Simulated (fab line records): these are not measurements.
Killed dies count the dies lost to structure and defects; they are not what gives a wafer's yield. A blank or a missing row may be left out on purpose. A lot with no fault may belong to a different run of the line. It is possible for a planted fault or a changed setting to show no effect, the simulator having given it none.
Struck lot and sound lot, side by side || flow rit cmos || 23 out of 202 route steps
Sound: wafers L984.2, L984.3, L984.5. Struck: wafers L994.3, L994.5, L994.6. The cause comes at the end.
Each step with rows lists, per side, the tool, then ch with its chambers, then its first start. Under that, the readings that differ: sound wafers || struck wafers || difference of the means || sigmas: that difference in standard deviations of wafers without a fault.
alike: readings whose means differ by less than 2 such deviations, and words and numbers that are the same on both sides. not compared: withheld readings, readings that some wafer has no value for, bounds like >300 that may hide the same value, and numbers for which the record gives no deviation and whose values overlap.
Wherever a step has rows on one side only, a row that says differs or no value, or a row with sigmas, the two part there. Non-overlapping numbers with no deviation appear without sigmas and do not part them. Lack of a reading on every wafer of one side parts them only where that side has two or more wafers.

RIT_SDANNEAL_RS_MEAS_06: the measuring method here is four-point-probe.
  sound: film metro-03 at day 5 11:55; struck: film metro-02 at day 7 15:22
  alike: PLDD_RS
RIT_SDANNEAL_RS_MEAS_07: the measuring method here is four-point-probe.
  sound: film metro-03 at day 5 12:02; struck: film metro-02 at day 7 15:29
  alike: NLDD_RS
then, 1 step without rows for these wafers: RIT_SILICIDE_WET_ETCH_00 (etches SiO2 in BOE, target depth 14 nm, time 15 s).
RIT_SILICIDE_SPUTTER_01: material Ti, target thk 30 nm, time 240 s.
  sound: pvd sputter-02 at day 5 12:09; struck: pvd sputter-02 at day 7 15:35
  alike: throttle valve pct
RIT_SILICIDE_RS_MEAS_02: the measuring method here is four-point-probe.
  sound: film metro-01 at day 5 12:19; struck: film metro-01 at day 7 15:46
  alike: SILICIDE_TI_RS
RIT_SILICIDE_THK_MEAS_03: measures by xrf.
  sound: film metro-01 at day 5 12:26; struck: film metro-01 at day 7 15:52
  alike: SILICIDE_TI_THK
RIT_SILICIDE_RTA_04: time 10 s, ramp up 5 s, ramp down 5 s.
  sound on rtp anneal-01 ch 0, day 5 12:30; struck on rtp anneal-01 ch 0, day 7 15:56
  alike: anneal temp c max, wafer_temp_C_max
then, 1 step without rows for these wafers: RIT_SILICIDE_WET_ETCH_05 (etches Ti in SPM, time 120 s).
RIT_SILICIDE_RTA_06: time 10 s, ramp up 5 s, ramp down 10 s.
  sound on rtp anneal-02 ch 0, day 5 12:36; struck on rtp anneal-02 ch 0, day 7 16:02
  alike: anneal temp c max, wafer_temp_C_max
RIT_CONTACT_CVD_00: deposits SiO2 from TEOS, target thk 400 nm, time 58.18 s.
  sound on pecvd-03 ch 0,1,2, day 5 12:40; struck on pecvd-02 ch 1,2, day 7 16:05
  alike: heater power w
RIT_CONTACT_THK_MEAS_01:
  sound: film metro-04 at day 5 12:43; struck: film metro-04 at day 7 16:09
  alike: CONTACT_TEOS_THK
then, 1 step without rows for these wafers: RIT_CONTACT_HMDS_02 (prime time 60 s).
RIT_CONTACT_COAT_03: resist thk 1000 nm.
  sound on litho track-03 ch 0, day 5 12:59; struck on litho track-03 ch 0, day 7 16:34
{"reading": "spin speed rpm (rpm)", "sound": "3249.6 3248.3 3250.6", "struck": "3327.2 3326.1 3326.2", "difference": "+77.0", "sigmas": "+33"}
{"reading": "model.NOVOLAK_of_CONTACT_COAT_03.thk nm (nm)", "sound": "1000 1001 998.8", "struck": "987.5 985.6 985.8", "difference": -13.6, "sigmas": ""}
then, 4 steps without rows for these wafers: RIT_CONTACT_SOFTBAKE_04 (time 60 s); RIT_CONTACT_EXPOSE_05 (exposes mask M11, target cd 1000 nm); RIT_CONTACT_PEB_06; RIT_CONTACT_DEVELOP_07 (develop time 120 s).
RIT_CONTACT_CD_MEAS_08: target cd 1000 nm.
  sound: cd sem-01 at day 5 13:49; struck: cd sem-01 at day 7 17:29
  alike: cd nm
RIT_CONTACT_OVL_MEAS_09:
  sound: overlay-01 at day 5 13:55; struck: overlay-01 at day 7 17:35
  alike: CONTACT_OVL
then, 1 step without rows for these wafers: RIT_CONTACT_HARDBAKE_10 (time 60 s).
RIT_CONTACT_ETCH_11: etches SiO2 in CHF3/CF4/Ar, stops on TiSi2, target depth 480 nm, time 320 s.
  sound on rie diel-02 ch 0,2,3, day 5 14:06; struck on rie diel-02 ch 0,1, day 7 17:46
{"reading": "model.NOVOLAK_of_CONTACT_COAT_03.thk nm (nm)", "sound": "770 770 766.9", "struck": "755.8 754 756", "difference": -13.7, "sigmas": ""}
  alike: drypump motor current A, mfc ar sccm, oes product au, throttle valve pct
  not compared: rf hours counter h
RIT_CONTACT_STRIP_12: strips in O2, time 180 s.
  sound on plasma asher-04 ch 0,1, day 5 14:18; struck on plasma asher-04 ch 0,1, day 7 18:01
  alike: drypump motor current A, o2 flow sccm
  not compared: rf hours counter h
RIT_M1_PROBE_99:
  sound: prober-02 at day 5 19:09; struck: prober-02 at day 7 22:53
  alike: killed at contacts, killed at front end, killed dies, killed open, killed short

WHERE THEY PART
At RIT_CONTACT_COAT_03 and nowhere else, as far as this record goes. Later steps at which nothing parts them and some readings are alike: RIT_CONTACT_CD_MEAS_08, RIT_CONTACT_OVL_MEAS_09, RIT_CONTACT_ETCH_11, RIT_CONTACT_STRIP_12, RIT_M1_PROBE_99.

WHY: what the simulator had put in
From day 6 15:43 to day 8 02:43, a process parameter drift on litho track-03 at RIT_CONTACT_COAT_03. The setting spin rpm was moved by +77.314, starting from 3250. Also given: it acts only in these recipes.
